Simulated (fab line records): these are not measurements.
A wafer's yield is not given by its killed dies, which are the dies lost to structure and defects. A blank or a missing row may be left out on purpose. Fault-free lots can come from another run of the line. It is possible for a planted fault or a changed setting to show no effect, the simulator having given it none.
Which of the tools did it? ; flow rit_cmos ; 14 lots (42 wafers sampled), 1 step of a 202-step route

WHAT THE GAUGES READ, wafer by wafer
No reading from a measuring or inspecting step in the record can be judged against a usual standard deviation.

EACH LOT AND THE TOOL THAT RAN IT (in order: tool; ch and the chambers of the sampled wafers; start)
lot;RIT_NRETRO_DEVELOP_05
L234;litho_track-03 ch 0, day 2 05:00
L236;litho_track-03 ch 0, day 2 14:00
L238;litho_track-04 ch 0, day 3 01:00
L239;litho_track-02 ch 0, day 3 08:00
L240;litho_track-04 ch 0, day 3 12:00
L241;litho_track-02 ch 0, day 3 17:00
L243;litho_track-03 ch 0, day 4 04:00
L246;litho_track-03 ch 0, day 4 22:00
L248;litho_track-03 ch 0, day 5 04:00
L249;litho_track-04 ch 0, day 5 09:00
L250;litho_track-04, day 5 13:00
L251;litho_track-04, day 5 17:00
L256;litho_track-04 ch 0, day 6 19:00
L257;litho_track-02 ch 0, day 7 00:00
- RIT_NRETRO_DEVELOP_05: develop time 68 s.

WHAT THE TOOLS THEMSELVES READ (means of the sampled wafers that have a number; where no wafer has one, the mark that the record gives instead)
RIT_NRETRO_DEVELOP_05.
lot;tool;chill_plate_temp_C (C)
L234;litho_track-03;22.90
L236;litho_track-03;23.02
L238;litho_track-04;22.87
L239;litho_track-02;23.00
L240;litho_track-04;23.12
L241;litho_track-02;22.99
L243;litho_track-03;23.01
L246;litho_track-03;22.93
L248;litho_track-03;22.92
L249;litho_track-04;22.97
L250;litho_track-04;-
L251;litho_track-04;-
L256;litho_track-04;23.05
L257;litho_track-02;22.94

THE ANSWER, worked out from the rows above alone
Rule: usual is defined by the lots themselves. The widest of any qualifying gaps counts: lots, ordered by their means at a reading, are off when they make up no more than a third of the lots, leave a main group of 4 or more, and stand apart from it by 3 or more times the standard deviation of that group's means. A main group is skipped when, at the precision printed for the reading in the tables above, its means are all equal. A lot without any number at a reading at which 4 lots or more have one is off too. The other lots that the step has rows for count as sound. The gauges are gone through in route order, then the tools' own readings, and for those a lot's mean is taken as printed above. At the first step where some lot is off, the reading lying furthest off is the one used; lots without a number count as furthest.
Off: L250, L251 (RIT_NRETRO_DEVELOP_05, chill_plate_temp_C). Without a number there: L250, L251. The main group has a mean of 22.98 C with a standard deviation of 0.067.
If a tool, at that step or one of the process steps before it, ran each lot that is off and ran no sound lot following the first of them, it fits. None of those tried fits.

WHAT THE SIMULATOR PUT IN
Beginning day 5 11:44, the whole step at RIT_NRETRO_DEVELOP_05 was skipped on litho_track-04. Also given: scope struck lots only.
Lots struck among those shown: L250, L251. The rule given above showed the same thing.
